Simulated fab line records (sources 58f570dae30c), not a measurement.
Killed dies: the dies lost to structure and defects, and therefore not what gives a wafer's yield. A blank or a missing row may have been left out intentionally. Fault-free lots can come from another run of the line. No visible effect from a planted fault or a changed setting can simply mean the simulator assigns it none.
Code-filled problem report in 8D (eight disciplines) form | flow berkeley-cmos170 | the parts of the form that need people (team, actions taken, sign-off) are left out

== 1. THE ISSUE ==
PSD_TW at UCB170_PSD_TW_MEAS_10 reads a mean of 30 on 3 wafers of 1 lot; wafers without a fault read 2312 with a standard deviation of 25. That is -91 standard deviations from the usual mean.
Seen first at day 10 11:40 on film-metro-01, wafer L811.3. At this step, 39 wafers from 13 lots have a number in the record. Rule for "out", or "out of limits": more than 4 standard deviations from the usual mean. The other wafers with a number count as sound.

== 2. WHAT THIS IS AND IS NOT ==
question                    | is                     | is not
which readings at this step | PSD_TW                 | -
which lots                  | L811                   | L798, L799, L800, L803, L804, L805, L806, L808, L809, L819, L820, L821
which wafers of those lots  | all that have a number | -
read on which gauges        | film-metro-01          | film-metro-02, film-metro-04
when                        | from day 10 11:40      | up to then (27 sound wafers); but 9 sound wafers of L819, L820, L821 came after

== 3. SUSPECTS, AND WHAT RULES EACH OUT ==
Counting: any tool at a process step up to the reading is kept as a suspect provided that every lot that is out went through it and no sound lot did after the first of them.
- the gauge at UCB170_PSD_TW_MEAS_10: ruled out. All the wafers that are out were read on film-metro-01, but those of them that UCB170_NLDD_STRIP_10 has rows for are out there too, on other tools.
- plasma-asher-04 at UCB170_NLDD_STRIP_10 (strips in O2): kept. It ran the lot that is out, L811 (day 10 03:02), and no sound lot after that; its last sound lot up to then is L808 (day 9 12:34). Out on those wafers are its own readings of oes-product-au.
- plasma-asher-01 at UCB170_PSD_STRIP_09 (strips in O2): kept. It ran the lot that is out, L811 (day 10 11:34), and no sound lot after that; its last sound lot up to then is L809 (day 9 19:08). Out on those wafers are its own readings of oes-product-au, strip-time-to-endpoint-s.
Remaining after the count are plasma-asher-04 at UCB170_NLDD_STRIP_10 and plasma-asher-01 at UCB170_PSD_STRIP_09.

== 4. THE CAUSE (what the simulator had put in) ==
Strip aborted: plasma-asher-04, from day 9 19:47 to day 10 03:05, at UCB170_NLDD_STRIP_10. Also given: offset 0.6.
After counting, 2 suspects remain, this tool included.

== 5. SEQUENCE OF EFFECTS, ordered by route ==
Rows list readings where the struck wafers' mean (over those with a number) sits beyond 3 standard deviations from the usual. Scope: only readings with a usual standard deviation given in the record; hours: median across lots of the time from each lot's start at the first step in this table that gives one to its start at this step; sigmas: change in usual standard deviations.
hours | step                  | reading                  | usual      | on struck wafers | change | sigmas
0     | UCB170_NLDD_STRIP_10  | oes-product-au           | 0.734 a.u. | 0.979            | +0.245 | +55
9     | UCB170_PSD_STRIP_09   | oes-product-au           | 0.600 a.u. | 0.632            | +0.032 | +7.6
9     | UCB170_PSD_STRIP_09   | strip-time-to-endpoint-s | 29.35 s    | 38.14            | +8.79  | +99 or more
9     | UCB170_PSD_TW_MEAS_10 | PSD_TW                   | 2312       | 30               | -2282  | -91
The process steps in it:
- UCB170_NLDD_STRIP_10: strips in O2.
- UCB170_PSD_STRIP_09: strips in O2.
Readings that are blank on the struck wafers while sound wafers have them: strip-time-to-endpoint-s at UCB170_NLDD_STRIP_10.

== 6. HOW IT WOULD HAVE BEEN CAUGHT EARLIER ==
16 hours passed between the start of the fault at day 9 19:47 and the first reading out of limits at a measuring or inspecting step in this record, taken at day 10 11:40.
At UCB170_NLDD_STRIP_10, the tool's own readings (oes-product-au) were out on each struck wafer the step has a row for, so an alarm limit on them would have fired on the first such wafer.
Each of the lots that are out, 1 in all, had begun UCB170_NLDD_STRIP_10 on plasma-asher-04 no later than day 10 11:40. Holding the tool at that point would not have protected any of them.
